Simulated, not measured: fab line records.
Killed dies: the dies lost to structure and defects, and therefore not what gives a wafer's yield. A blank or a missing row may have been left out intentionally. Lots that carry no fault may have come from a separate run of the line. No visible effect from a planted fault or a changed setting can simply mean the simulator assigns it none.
fab line records | flow rit-cmos
[record] lots = 12 | wafers = 36 | last-day = 7
route steps=202 shown NRETRO@62 GATE@96 NLDD@112 SPACER@128 M1@202
lots with no fault: from the same line, run without faults
start-h: the number of hours between the record's first day and the start of the first shown wafer of the lot | wait-h: time in hours since the lot's previous step | " same as the row above | L1.1+2: one row covering several wafers at once | - either no value or no given start | * or withheld: withheld | < > ~ a bound
route shown NAME@n: names a module that has steps shown in the file, with the first one's number in the route | usual: the fault-free wafers' mean and standard deviation | same: alike in all rows | chamber/n: place in a boat | sites: readings site by site | _std_site: the standard deviation of these | _edge_site: the outer-site mean with the inner-site mean subtracted | radius-mm: how far each site lies from the wafer's centre | mask NAME#n: copy n | behind: the most recent tool/chamber to have shaped the wafer | hold: reason for holding the lot/hours on hold/outcome of the hold | device: transistor that didn't switch, given as n, p or np | end of line: tests of these same wafers at the route's end | step lacking rows: just its recipe | killed: dies that structure and defects cost at the first sort, which is not the same as the wafer's yield | map: the dies of a wafer, with x for killed, . for not killed, _ for no die there
set.NAME: the setting the step ran with; set.NAME@STEP: the setting that earlier step ran with | model.NAME: the simulator's own value behind a step, which no gauge read
route steps across a sampled set of lots; one table per step, one row per wafer
services: a tool's chamber out of use, with start hour (start-h, from the record's first day; less than 0 if before it), hours out, and reason
[[steps]]
[step RIT_NRETRO_STRIP_09]
[recipe] chemistry = O2 | time-s = 180 | resist = NOVOLAK | platen-temp-c = withheld | power-w = 500 | pressure-mtorr = 4000 | o2-flow-sccm = 4000
[usual] drypump-motor-current-A = 6.0/0.36
lot.wafer | tool            | chamber | start-h | wait-h | drypump-motor-current-A | rf-hours-counter-h
L114.3    | plasma-asher-04 | 1       | 35.90   | 0.1    | 6.7                     | -
L114.5    | "               | 0       | "       | "      | 5.7                     | -
L114.6    | "               | 1       | "       | "      | 6.6                     | -
L116.1    | plasma-asher-03 | 0       | 42.51   | 0.1    | 5.7                     | 37
L116.3    | "               | 0       | "       | "      | 5.7                     | -
L116.5    | "               | 1       | "       | "      | 6.0                     | -
L115.2    | plasma-asher-03 | 1       | 42.75   | 0.1    | 6.0                     | 37
L115.4    | "               | 0       | "       | "      | 5.7                     | -
L115.6    | "               | 0       | "       | "      | 5.7                     | -
L117.1    | plasma-asher-03 | 0       | 51.88   | 0.1    | 5.6                     | 38
L117.2    | "               | 1       | "       | "      | 6.0                     | 38
L117.3    | "               | 1       | "       | "      | 6.0                     | -
L118.1    | plasma-asher-02 | 0       | 59.85   | 0.1    | 6.3                     | 27
L118.3    | "               | 1       | "       | "      | 5.6                     | -
L118.6    | "               | 0       | "       | "      | 6.3                     | -
L119.3    | plasma-asher-03 | 0       | 65.59   | 0.1    | 5.7                     | -
L119.4    | "               | 1       | "       | "      | 6.0                     | -
L119.5    | "               | 1       | "       | "      | 6.0                     | -
L124.1    | plasma-asher-03 | 0       | 83.70   | 0.1    | 5.7                     | 42
L124.2    | "               | 1       | "       | "      | 6.0                     | 42
L124.5    | "               | 1       | "       | "      | 6.0                     | -
L127.1    | plasma-asher-02 | 0       | 95.92   | 0.1    | 6.3                     | 33
L127.3    | "               | 1       | "       | "      | 5.7                     | -
L127.5    | "               | 1       | "       | "      | 5.7                     | -
L128.2    | plasma-asher-04 | 1       | 101.38  | 0.1    | 6.7                     | 46
L128.4    | "               | 1       | "       | "      | 6.7                     | -
L128.6    | "               | 0       | "       | "      | 5.7                     | -
L129.2    | plasma-asher-04 | 0       | 106.02  | 0.1    | 5.7                     | 46
L129.3    | "               | 0       | "       | "      | 5.7                     | -
L129.6    | "               | 1       | "       | "      | 6.6                     | -
L132.3    | plasma-asher-04 | 0       | 121.28  | 0.1    | 5.7                     | -
L132.4    | "               | 1       | "       | "      | 6.7                     | -
L132.6    | "               | 1       | "       | "      | 6.7                     | -
L136.4    | plasma-asher-03 | 1       | 144.44  | 0.1    | 6.0                     | -
L136.5    | "               | 1       | "       | "      | 6.0                     | -
L136.6    | "               | 0       | "       | "      | 5.7                     | -
[step RIT_GATE_STRIP_20]
[recipe] chemistry = O2 | time-s = 180 | resist = NOVOLAK | platen-temp-c = withheld | power-w = 500 | pressure-mtorr = 4000 | o2-flow-sccm = 4000
[usual] drypump-motor-current-A = 5.82/0.24
lot.wafer | tool            | chamber | start-h | wait-h | drypump-motor-current-A | rf-hours-counter-h
L114.3    | plasma-asher-03 | 1       | 49.34   | 0.1    | 5.95                    | -
L114.5    | "               | 0       | "       | "      | 5.64                    | -
L114.6    | "               | 1       | "       | "      | 5.96                    | -
L116.1    | plasma-asher-01 | 1       | 57.98   | 0.1    | 5.73                    | 39
L116.3    | "               | 0       | "       | "      | 5.58                    | -
L116.5    | "               | 0       | "       | "      | 5.60                    | -
L115.2    | plasma-asher-03 | 1       | 58.22   | 0.1    | 6.00                    | 38
L115.4    | "               | 1       | "       | "      | 6.01                    | -
L115.6    | "               | 0       | "       | "      | 5.68                    | -
L117.1    | plasma-asher-02 | 0       | 65.06   | 0.1    | 6.33                    | 27
L117.2    | "               | 1       | "       | "      | 5.60                    | 27
L117.3    | "               | 0       | "       | "      | 6.34                    | -
L118.1    | plasma-asher-03 | 1       | 66.77   | 0.1    | 5.97                    | 39
L118.3    | "               | 0       | "       | "      | 5.68                    | -
L118.6    | "               | 0       | "       | "      | 5.67                    | -
L119.3    | plasma-asher-02 | 0       | 75.77   | 0.1    | 6.39                    | -
L119.4    | "               | 1       | "       | "      | 5.65                    | -
L119.5    | "               | 0       | "       | "      | 6.34                    | -
L124.1    | plasma-asher-03 | 0       | 90.61   | 0.1    | 5.65                    | 43
L124.2    | "               | 1       | "       | "      | 5.94                    | 43
L124.5    | "               | 0       | "       | "      | 5.67                    | -
L127.1    | plasma-asher-01 | 0       | 103.17  | 0.1    | 5.60                    | 43
L127.3    | "               | 0       | "       | "      | 5.59                    | -
L127.5    | "               | 0       | "       | "      | 5.60                    | -
L128.2    | plasma-asher-03 | 1       | 108.10  | 0.1    | 5.95                    | 45
L128.4    | "               | 1       | "       | "      | 5.98                    | -
L128.6    | "               | 0       | "       | "      | 5.67                    | -
L129.2    | plasma-asher-02 | 0       | 113.70  | 0.1    | 6.32                    | 35
L129.3    | "               | 1       | "       | "      | 5.69                    | -
L129.6    | "               | 0       | "       | "      | 6.35                    | -
L132.3    | plasma-asher-03 | 1       | 128.44  | 0.1    | 5.98                    | -
L132.4    | "               | 0       | "       | "      | 5.67                    | -
L132.6    | "               | 0       | "       | "      | 5.66                    | -
L136.4    | plasma-asher-02 | 0       | 151.58  | 0.1    | 6.34                    | -
L136.5    | "               | 0       | "       | "      | 6.33                    | -
L136.6    | "               | 1       | "       | "      | 5.70                    | -
[step RIT_NLDD_STRIP_09]
[recipe] chemistry = O2 | time-s = 180 | resist = NOVOLAK | platen-temp-c = withheld | power-w = 500 | pressure-mtorr = 4000 | o2-flow-sccm = 4000
[usual] drypump-motor-current-A = 6.0/0.4
lot.wafer | tool            | chamber | start-h | wait-h | drypump-motor-current-A | rf-hours-counter-h
L114.3    | plasma-asher-02 | 1       | 58.43   | 0.1    | 5.7                     | -
L114.5    | "               | 0       | "       | "      | 6.3                     | -
L114.6    | "               | 1       | "       | "      | 5.6                     | -
L116.1    | plasma-asher-01 | 1       | 63.70   | 0.1    | 5.7                     | 39
L116.3    | "               | 1       | "       | "      | 5.7                     | -
L116.5    | "               | 0       | "       | "      | 5.6                     | -
L115.2    | plasma-asher-02 | 0       | 64.15   | 0.1    | 6.3                     | 27
L115.4    | "               | 1       | "       | "      | 5.7                     | -
L115.6    | "               | 0       | "       | "      | 6.3                     | -
L117.1    | plasma-asher-01 | 1       | 69.53   | 0.1    | 5.7                     | 40
L117.2    | "               | 0       | "       | "      | 5.6                     | 40
L117.3    | "               | 1       | "       | "      | 5.7                     | -
L118.1    | plasma-asher-04 | 1       | 72.16   | 0.1    | 6.6                     | 42
L118.3    | "               | 0       | "       | "      | 5.7                     | -
L118.6    | "               | 1       | "       | "      | 6.6                     | -
L119.3    | plasma-asher-02 | 1       | 80.91   | 0.1    | 5.6                     | -
L119.4    | "               | 0       | "       | "      | 6.3                     | -
L119.5    | "               | 0       | "       | "      | 6.3                     | -
L124.1    | plasma-asher-04 | 1       | 96.39   | 0.1    | 6.6                     | 45
L124.2    | "               | 0       | "       | "      | 5.7                     | 45
L124.5    | "               | 1       | "       | "      | 6.6                     | -
L127.1    | plasma-asher-02 | 0       | 108.31  | 0.1    | 6.3                     | 34
L127.3    | "               | 1       | "       | "      | 5.7                     | -
L127.5    | "               | 0       | "       | "      | 6.4                     | -
L128.2    | plasma-asher-04 | 0       | 113.57  | 0.1    | 5.7                     | 47
L128.4    | "               | 1       | "       | "      | 6.7                     | -
L128.6    | "               | 0       | "       | "      | 5.7                     | -
L129.2    | plasma-asher-01 | 1       | 118.57  | 0.1    | 5.7                     | 0
L129.3    | "               | 0       | "       | "      | 5.6                     | -
L129.6    | "               | 0       | "       | "      | 5.6                     | -
L132.3    | plasma-asher-04 | 1       | 133.51  | 0.1    | 6.6                     | -
L132.4    | "               | 0       | "       | "      | 5.7                     | -
L132.6    | "               | 1       | "       | "      | 6.6                     | -
L136.4    | plasma-asher-04 | 0       | 156.58  | 0.1    | 5.7                     | -
L136.5    | "               | 1       | "       | "      | 6.6                     | -
L136.6    | "               | 0       | "       | "      | 5.7                     | -
[step RIT_SPACER_CVD_03]
[recipe] material = Si3N4 | target-thk-nm = 250 | temp-c = 810 | precursor = SiH2Cl2/NH3 | time-s = 3300 | pressure-mtorr = 300 | sih2cl2-flow-sccm = 60 | nh3-flow-sccm = 150
[usual] spike-tc-centre-C = 812.8/1.3
lot.wafer | tool     | chamber | start-h | wait-h | spike-tc-centre-C
L114.3    | lpcvd-02 | 0       | 60.41   | 0.0    | 813.4
L114.5    | "        | 0       | "       | "      | 813.1
L114.6    | "        | 0       | "       | "      | 812.8
L116.1    | lpcvd-02 | 1       | 66.22   | 0.0    | 812.8
L116.3    | "        | 1       | "       | "      | 813.1
L116.5    | "        | 1       | "       | "      | 813.6
L115.2    | lpcvd-01 | 1       | 66.47   | 0.0    | 812.8
L115.4    | "        | 1       | "       | "      | 813.7
L115.6    | "        | 1       | "       | "      | 811.9
L117.1    | lpcvd-01 | 1       | 72.27   | 0.0    | 814.8
L117.2    | "        | 1       | "       | "      | 812.8
L117.3    | "        | 1       | "       | "      | 813.3
L118.1    | lpcvd-01 | 1       | 74.79   | 0.0    | 814.6
L118.3    | "        | 1       | "       | "      | 813.6
L118.6    | "        | 1       | "       | "      | 812.0
L119.3    | lpcvd-01 | 0       | 82.87   | 0.0    | 811.0
L119.4    | "        | 0       | "       | "      | 812.0
L119.5    | "        | 0       | "       | "      | 811.4
L124.1    | lpcvd-02 | 1       | 98.56   | 0.0    | 810.3
L124.2    | "        | 1       | "       | "      | 811.3
L124.5    | "        | 1       | "       | "      | 812.6
L127.1    | lpcvd-01 | 1       | 110.46  | 0.0    | 825.5
L127.3    | "        | 1       | "       | "      | 824.7
L127.5    | "        | 1       | "       | "      | 826.0
L128.2    | lpcvd-01 | 1       | 115.67  | 0.0    | 825.4
L128.4    | "        | 1       | "       | "      | 827.1
L128.6    | "        | 1       | "       | "      | 825.8
L129.2    | lpcvd-02 | 0       | 120.74  | 0.0    | 813.1
L129.3    | "        | 0       | "       | "      | 814.1
L129.6    | "        | 0       | "       | "      | 813.3
L132.3    | lpcvd-02 | 0       | 135.60  | 0.0    | 813.4
L132.4    | "        | 0       | "       | "      | 815.0
L132.6    | "        | 0       | "       | "      | 811.9
L136.4    | lpcvd-02 | 0       | 158.58  | 0.0    | 813.7
L136.5    | "        | 0       | "       | "      | 815.0
L136.6    | "        | 0       | "       | "      | 813.7
[step RIT_SPACER_THK_MEAS_04]
[recipe] reads = Si3N4_of_SPACER_CVD_03
[usual] SPACER_NITRIDE_THK = 249.9/2.4
lot.wafer | tool          | chamber | start-h | wait-h | SPACER_NITRIDE_THK[nm]
L114.3    | film-metro-02 | -       | 62.34   | 0.0    | 246.2
L114.5    | "             | -       | "       | "      | 249.0
L114.6    | "             | -       | "       | "      | 249.1
L116.1    | film-metro-03 | -       | 68.14   | 0.0    | 252.5
L116.3    | "             | -       | "       | "      | 250.4
L116.5    | "             | -       | "       | "      | 254.0
L115.2    | film-metro-03 | -       | 68.40   | 0.0    | 248.8
L115.4    | "             | -       | "       | "      | 247.4
L115.6    | "             | -       | "       | "      | 248.9
L117.1    | film-metro-03 | -       | 74.19   | 0.0    | 248.9
L117.2    | "             | -       | "       | "      | 249.1
L117.3    | "             | -       | "       | "      | 249.3
L118.1    | film-metro-03 | -       | 77.67   | 0.0    | 252.2
L118.3    | "             | -       | "       | "      | 251.4
L118.6    | "             | -       | "       | "      | 250.5
L119.3    | film-metro-04 | -       | 84.81   | 0.0    | 248.6
L119.4    | "             | -       | "       | "      | 246.6
L119.5    | "             | -       | "       | "      | 248.0
L124.1    | film-metro-02 | -       | 101.44  | 0.0    | 245.5
L124.2    | "             | -       | "       | "      | 247.9
L124.5    | "             | -       | "       | "      | 247.7
L127.1    | film-metro-03 | -       | 112.37  | 0.0    | 255.3
L127.3    | "             | -       | "       | "      | 263.0
L127.5    | "             | -       | "       | "      | 269.3
L128.2    | film-metro-04 | -       | 117.59  | 0.0    | 271.5
L128.4    | "             | -       | "       | "      | 259.9
L128.6    | "             | -       | "       | "      | 255.0
L129.2    | film-metro-02 | -       | 122.67  | 0.0    | 247.5
L129.3    | "             | -       | "       | "      | 250.1
L129.6    | "             | -       | "       | "      | 248.5
L132.3    | film-metro-04 | -       | 137.54  | 0.0    | 252.0
L132.4    | "             | -       | "       | "      | 249.3
L132.6    | "             | -       | "       | "      | 249.8
L136.4    | film-metro-02 | -       | 161.48  | 0.0    | 249.4
L136.5    | "             | -       | "       | "      | 250.5
L136.6    | "             | -       | "       | "      | 249.4
[step RIT_M1_PROBE_99]
[usual] killed-at-contacts = 0.1/0.38 | killed-at-front-end = 7/3.2 | killed-dies = 7/3.2 | killed-open = 3.6/2.1 | killed-short = 3.5/2
[same] gross-dies = 264 | killed_at_M0_to_M3 = 0 | killed_at_M4_up = 0 | killed-at-back-side = 0 | killed-at-other = 0
lot.wafer | tool      | chamber | start-h | wait-h | killed-at-contacts | killed-at-front-end | killed-dies | killed-open | killed-short
L114.3    | prober-01 | -       | 75.35   | 0.2    | 0                  | 5                   | 5           | 3           | 2
L114.5    | prober-01 | -       | 75.45   | 0.2    | 0                  | 2                   | 2           | 2           | 0
L114.6    | prober-01 | -       | 75.50   | 0.2    | 0                  | 3                   | 3           | 2           | 1
L116.1    | prober-02 | -       | 80.35   | 0.1    | 0                  | 7                   | 7           | 4           | 3
L116.3    | prober-02 | -       | 80.45   | 0.2    | 0                  | 5                   | 5           | 1           | 4
L116.5    | prober-02 | -       | 80.55   | 0.2    | 0                  | 5                   | 5           | 4           | 1
L115.2    | prober-01 | -       | 80.79   | 0.1    | 0                  | 9                   | 9           | 5           | 4
L115.4    | prober-01 | -       | 80.89   | 0.2    | 0                  | 8                   | 8           | 4           | 4
L115.6    | prober-01 | -       | 80.99   | 0.2    | 0                  | 9                   | 9           | 7           | 2
L117.1    | prober-02 | -       | 86.58   | 0.1    | 0                  | 2                   | 2           | 0           | 2
L117.2    | prober-02 | -       | 86.63   | 0.1    | 0                  | 9                   | 9           | 4           | 5
L117.3    | prober-02 | -       | 86.68   | 0.2    | 0                  | 5                   | 5           | 4           | 1
L118.1    | prober-01 | -       | 89.23   | 0.1    | 0                  | 7                   | 7           | 3           | 4
L118.3    | prober-01 | -       | 89.33   | 0.2    | 0                  | 6                   | 6           | 3           | 3
L118.6    | prober-01 | -       | 89.48   | 0.2    | 0                  | 10                  | 10          | 3           | 7
L119.3    | prober-02 | -       | 97.14   | 0.2    | 0                  | 13                  | 13          | 8           | 5
L119.4    | prober-02 | -       | 97.19   | 0.2    | 0                  | 8                   | 8           | 4           | 4
L119.5    | prober-02 | -       | 97.24   | 0.2    | 0                  | 3                   | 3           | 0           | 3
L124.1    | prober-01 | -       | 113.09  | 0.1    | 1                  | 9                   | 10          | 4           | 6
L124.2    | prober-01 | -       | 113.14  | 0.1    | 0                  | 10                  | 10          | 5           | 5
L124.5    | prober-01 | -       | 113.29  | 0.2    | 0                  | 4                   | 4           | 0           | 4
L127.1    | prober-02 | -       | 123.66  | 0.1    | 0                  | 8                   | 8           | 5           | 3
L127.3    | prober-02 | -       | 123.76  | 0.2    | 0                  | 4                   | 4           | 2           | 2
L127.5    | prober-02 | -       | 123.86  | 0.2    | 0                  | 5                   | 5           | 1           | 4
L128.2    | prober-01 | -       | 128.83  | 0.1    | 0                  | 4                   | 4           | 2           | 2
L128.4    | prober-01 | -       | 128.93  | 0.2    | 0                  | 10                  | 10          | 6           | 4
L128.6    | prober-01 | -       | 129.03  | 0.2    | 0                  | 8                   | 8           | 4           | 4
L129.2    | prober-02 | -       | 135.06  | 0.1    | 0                  | 9                   | 9           | 3           | 6
L129.3    | prober-02 | -       | 135.11  | 0.2    | 0                  | 5                   | 5           | 1           | 4
L129.6    | prober-02 | -       | 135.26  | 0.2    | 1                  | 7                   | 8           | 4           | 4
L132.3    | prober-01 | -       | 149.37  | 0.2    | 0                  | 9                   | 9           | 6           | 3
L132.4    | prober-01 | -       | 149.42  | 0.2    | 0                  | 10                  | 10          | 6           | 4
L132.6    | prober-01 | -       | 149.52  | 0.2    | 0                  | 7                   | 7           | 3           | 4
L136.4    | prober-01 | -       | 174.38  | 0.2    | 0                  | 5                   | 5           | 3           | 2
L136.5    | prober-01 | -       | 174.43  | 0.2    | 0                  | 5                   | 5           | 0           | 5
L136.6    | prober-01 | -       | 174.48  | 0.2    | 0                  | 7                   | 7           | 5           | 2
// killed by level:class
L114.3 FOX1:geometric-particle:open=1 FOX2:geometric-particle:open=1 GATE:geometric-particle:open=1 GATE:geometric-particle:short=1 REOX:geometric-particle:short=1
L114.5 FOX1:geometric-particle:open=1 GATE:geometric-particle:open=1
L114.6 FOX2:geometric-particle:short=1 GATE:geometric-particle:open=1 SPACER:geometric-particle:open=1
L116.1 FOX1:geometric-particle:open=3 FOX2:geometric-particle:short=1 REOX:geometric-particle:short=1 SILICIDE:geometric-particle:short=1 SILICIDE:geometric-particle:open=1
L116.3 FOX2:geometric-particle:short=1 REOX:geometric-particle:short=1 SPACER:geometric-particle:short=1 SILICIDE:geometric-particle:short=1 SILICIDE:geometric-particle:open=1
L116.5 FOX1:geometric-particle:open=1 GATE:geometric-particle:open=1 SPACER:geometric-particle:short=1 SPACER:geometric-particle:open=1 SILICIDE:geometric-particle:open=1
L115.2 GATE:geometric-particle:open=3 GATE:geometric-particle:short=2 FOX1:geometric-particle:short=1 FOX2:geometric-particle:open=1 REOX:geometric-particle:short=1 SPACER:geometric-particle:open=1
L115.4 GATE:geometric-particle:short=3 GATE:geometric-particle:open=3 REOX:geometric-particle:short=1 REOX:geometric-particle:open=1
L115.6 GATE:geometric-particle:open=5 SPACER:geometric-particle:open=2 GATE:geometric-particle:short=1 SPACER:geometric-particle:short=1
L117.1 SPACER:geometric-particle:short=1 SILICIDE:geometric-particle:short=1
L117.2 GATE:geometric-particle:open=3 REOX:geometric-particle:short=2 FOX1:geometric-particle:short=1 GATE:geometric-particle:short=1 SILICIDE:geometric-particle:open=1 SILICIDE:geometric-particle:short=1
L117.3 GATE:geometric-particle:open=2 GATE:geometric-particle:short=1 SPACER:geometric-particle:open=1 SILICIDE:geometric-particle:open=1
L118.1 REOX:geometric-particle:short=2 GATE:geometric-particle:short=1 GATE:geometric-particle:open=1 REOX:geometric-particle:open=1 SPACER:geometric-particle:short=1 SILICIDE:geometric-particle:open=1
L118.3 FOX1:geometric-particle:short=1 FOX2:geometric-particle:open=1 GATE:geometric-particle:open=1 GATE:geometric-particle:short=1 REOX:geometric-particle:short=1 SPACER:geometric-particle:open=1
L118.6 GATE:geometric-particle:short=5 FOX1:geometric-particle:open=1 FOX1:geometric-particle:short=1 GATE:geometric-particle:open=1 REOX:geometric-particle:open=1 SILICIDE:geometric-particle:short=1
L119.3 SILICIDE:geometric-particle:open=4 GATE:geometric-particle:open=2 FOX1:geometric-particle:short=1 FOX1:geometric-particle:open=1 FOX2:geometric-particle:short=1 GATE:geometric-particle:short=1 REOX:geometric-particle:short=1 SPACER:geometric-particle:short=1
L119.4 GATE:geometric-particle:short=2 REOX:geometric-particle:short=2 SPACER:geometric-particle:open=2 FOX1:geometric-particle:open=1 GATE:geometric-particle:open=1
L119.5 GATE:geometric-particle:short=3
L124.1 REOX:geometric-particle:short=3 FOX2:geometric-particle:short=1 GATE:geometric-particle:short=1 REOX:geometric-particle:open=1 SPACER:geometric-particle:short=1 SPACER:geometric-particle:open=1 SILICIDE:geometric-particle:open=1 CONTACT:geometric-particle:open=1
L124.2 FOX1:geometric-particle:open=2 FOX2:geometric-particle:short=2 GATE:geometric-particle:open=2 GATE:geometric-particle:short=1 REOX:geometric-particle:short=1 REOX:geometric-particle:open=1 SILICIDE:geometric-particle:short=1
L124.5 REOX:geometric-particle:short=2 GATE:geometric-particle:short=1 SILICIDE:geometric-particle:short=1
L127.1 GATE:geometric-particle:open=2 FOX1:geometric-particle:open=1 FOX1:geometric-particle:short=1 GATE:geometric-particle:short=1 REOX:geometric-particle:open=1 SPACER:geometric-particle:open=1 SPACER:geometric-particle:short=1
L127.3 FOX1:geometric-particle:short=1 GATE:geometric-particle:open=1 REOX:geometric-particle:open=1 SILICIDE:geometric-particle:short=1
L127.5 GATE:geometric-particle:short=4 SPACER:geometric-particle:open=1
L128.2 GATE:geometric-particle:open=1 REOX:geometric-particle:short=1 SPACER:geometric-particle:short=1 SILICIDE:geometric-particle:open=1
L128.4 GATE:geometric-particle:open=3 FOX1:geometric-particle:short=2 SPACER:geometric-particle:open=2 GATE:geometric-particle:short=1 REOX:geometric-particle:open=1 SPACER:geometric-particle:short=1
L128.6 GATE:geometric-particle:short=2 GATE:geometric-particle:open=2 FOX1:geometric-particle:open=1 REOX:geometric-particle:short=1 REOX:geometric-particle:open=1 SPACER:geometric-particle:short=1
L129.2 FOX2:geometric-particle:open=2 GATE:geometric-particle:short=2 FOX2:geometric-particle:short=1 REOX:geometric-particle:short=1 SPACER:geometric-particle:open=1 SPACER:geometric-particle:short=1 SILICIDE:geometric-particle:short=1
L129.3 GATE:geometric-particle:short=2 FOX1:geometric-particle:short=1 SPACER:geometric-particle:open=1 SPACER:geometric-particle:short=1
L129.6 GATE:geometric-particle:open=3 FOX1:geometric-particle:short=1 FOX2:geometric-particle:open=1 FOX2:geometric-particle:short=1 GATE:geometric-particle:short=1 CONTACT:geometric-particle:short=1
L132.3 GATE:geometric-particle:open=2 REOX:geometric-particle:open=2 FOX1:geometric-particle:open=1 FOX2:geometric-particle:short=1 REOX:geometric-particle:short=1 SPACER:geometric-particle:short=1 SILICIDE:geometric-particle:open=1
L132.4 FOX2:geometric-particle:open=3 REOX:geometric-particle:short=3 FOX1:geometric-particle:short=1 GATE:geometric-particle:open=1 REOX:geometric-particle:open=1 SPACER:geometric-particle:open=1
L132.6 FOX1:geometric-particle:short=2 FOX1:geometric-particle:open=1 GATE:geometric-particle:open=1 REOX:geometric-particle:open=1 REOX:geometric-particle:short=1 SPACER:geometric-particle:short=1
L136.4 FOX1:geometric-particle:open=1 FOX1:geometric-particle:short=1 FOX2:geometric-particle:open=1 GATE:geometric-particle:short=1 SILICIDE:geometric-particle:open=1
L136.5 SILICIDE:geometric-particle:short=3 GATE:geometric-particle:short=1 REOX:geometric-particle:short=1
L136.6 SPACER:geometric-particle:open=3 ACTIVE:geometric-particle:open=1 FOX1:geometric-particle:short=1 GATE:geometric-particle:open=1 SPACER:geometric-particle:short=1
[[services]]
tool            | chamber | start-h | hours | kind
lpcvd-01        | -       | 24.17   | 0.5   | repair
plasma-asher-03 | -       | 43.92   | 2.2   | repair
lpcvd-02        | -       | 45.15   | 2.8   | pm
plasma-asher-04 | -       | 57.13   | 14.6  | pm
plasma-asher-01 | -       | 80.55   | 13.0  | repair
plasma-asher-01 | -       | 108.75  | 9.0   | pm
plasma-asher-01 | 0       | 108.75  | 9.0   | vent-cycle
plasma-asher-01 | 1       | 108.75  | 9.0   | vent-cycle
plasma-asher-01 | 0       | 117.75  | -     | clean
plasma-asher-01 | 1       | 117.75  | -     | clean
plasma-asher-03 | -       | 145.20  | 0.4   | repair
plasma-asher-04 | -       | 157.55  | 2.8   | pm
[[key]]
[first-sign] step = RIT_SPACER_CVD_03 | reading = spike-tc-centre-C | direction = up | sigmas = 10 | usual = 812.8 | struck = 825.7
[effect] step = RIT_SPACER_THK_MEAS_04 | reading = SPACER_NITRIDE_THK | direction = up | sigmas = 5.3 | usual = 249.9 | struck = 262.3
met-at RIT_SPACER_CVD_03
struck-lots L127,L128
struck-wafers L127.1,L127.3,L127.5,L128.2,L128.4,L128.6
tester-left-out L127,L128
not-acting-at RIT_NRETRO_STRIP_09,RIT_GATE_STRIP_20,RIT_NLDD_STRIP_09
onset-between 74.79 110.46
[fault] kind = process-parameter-drift | tool = lpcvd-01 | chamber = 1 | onset-h = 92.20 | steps = RIT_SPACER_CVD_03 | channel = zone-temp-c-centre | offset = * | shape = step | end-h = 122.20
// tester-left-out: of these lots the tester's yield and bins aren't shown, on N5 and GAA mostly nor the transistor test; their killed dies are dies lost to structure and defects alone, not to doping, threshold or leakage, so they don't give the yield
